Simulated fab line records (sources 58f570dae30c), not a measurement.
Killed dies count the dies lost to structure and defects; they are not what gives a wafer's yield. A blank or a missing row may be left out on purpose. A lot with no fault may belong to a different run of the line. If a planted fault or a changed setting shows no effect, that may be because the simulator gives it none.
The same fault as seen by 2 desks + flow berkeleyCmos170 + each desk has only its own numbers; what lay behind them comes last

METROLOGY DESK
What the gauges read for every lot (on any tool): the sampled wafers with a number, averaged. Marked OUT: a lot whose mean sits more than 4 standard deviations from the usual mean, which makes it out of limits; the brackets give that distance.
Columns: A = cdNm at UCB170_PLDD_CD_MEAS_06, usual 1199.9 nm; B = NLDD_OVL at UCB170_NLDD_OVL_MEAS_07, usual -3 nm
| lot  | first seen here | A      | B   |
|------|-----------------|--------|-----|
| L797 | day 7 12:32     | 1199.5 | -1  |
| L796 | day 7 12:42     | 1199.5 | -12 |
| L799 | day 7 12:58     | 1202.3 | 2   |
| L798 | day 7 13:22     | 1201.0 | -5  |
| L802 | day 9 05:57     | 1201.6 | 1   |
| L800 | day 9 06:11     | 1197.8 | -1  |
| L809 | day 10 12:31    | 1204.7 | 5   |
| L808 | day 10 12:58    | 1201.8 | -6  |
| L811 | day 11 02:07    | 1198.3 | -3  |
| L812 | day 11 02:25    | 1199.1 | 2   |
| L813 | day 11 10:34    | 1202.9 | -9  |
| L818 | day 12 00:14    | 1199.9 | -10 |
| L817 | day 12 01:01    | 1200.9 | -11 |
Finding of this desk: none of the 13 lots has anything out of limits.

AT THE TOOL OWNER'S DESK: krfScanner-02
The tool's own readings at UCB170_PLDD_EXPOSE_03 (exposes mask PSELECT, target cd 1200 nm): means of the sampled wafers that have a number, for each lot that ran on this tool. Marked OUT: a lot whose mean sits more than 4 standard deviations from the usual mean, which makes it out of limits; the brackets give that distance.
Columns: A = exposureDoseMJCm2 at UCB170_PLDD_EXPOSE_03, usual 29.974
| lot  | first seen here | A                 |
|------|-----------------|-------------------|
| L797 | day 7 11:35     | 29.988            |
| L796 | day 7 11:56     | 30.004            |
| L798 | day 7 12:38     | 29.971            |
| L800 | day 9 05:48     | 29.980            |
| L809 | day 10 12:07    | 29.795 (-6.2) OUT |
This desk finds L809 out of limits, L809 being first, at day 10 12:07 (exposureDoseMJCm2 at UCB170_PLDD_EXPOSE_03). L797, L796, L798, L800 stayed within limits.

ALL TOGETHER
The tool owner's desk could have raised an alarm at day 10 12:07, on L809.
The metrology desk saw nothing out of limits.
The metrology desk holds a record of L809, inside its limits.
Of the lots named, all ran UCB170_PLDD_EXPOSE_03 on krfScanner-02.

WHAT HAD BEEN PUT IN BY THE SIMULATOR
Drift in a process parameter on krfScanner-02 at UCB170_PLDD_EXPOSE_03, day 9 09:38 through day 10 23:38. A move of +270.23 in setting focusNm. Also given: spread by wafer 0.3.
Lots struck among those shown: L809.
How many hours passed from the start of the fault until each desk's first out-of-limits reading: the tool owner's desk, 26.
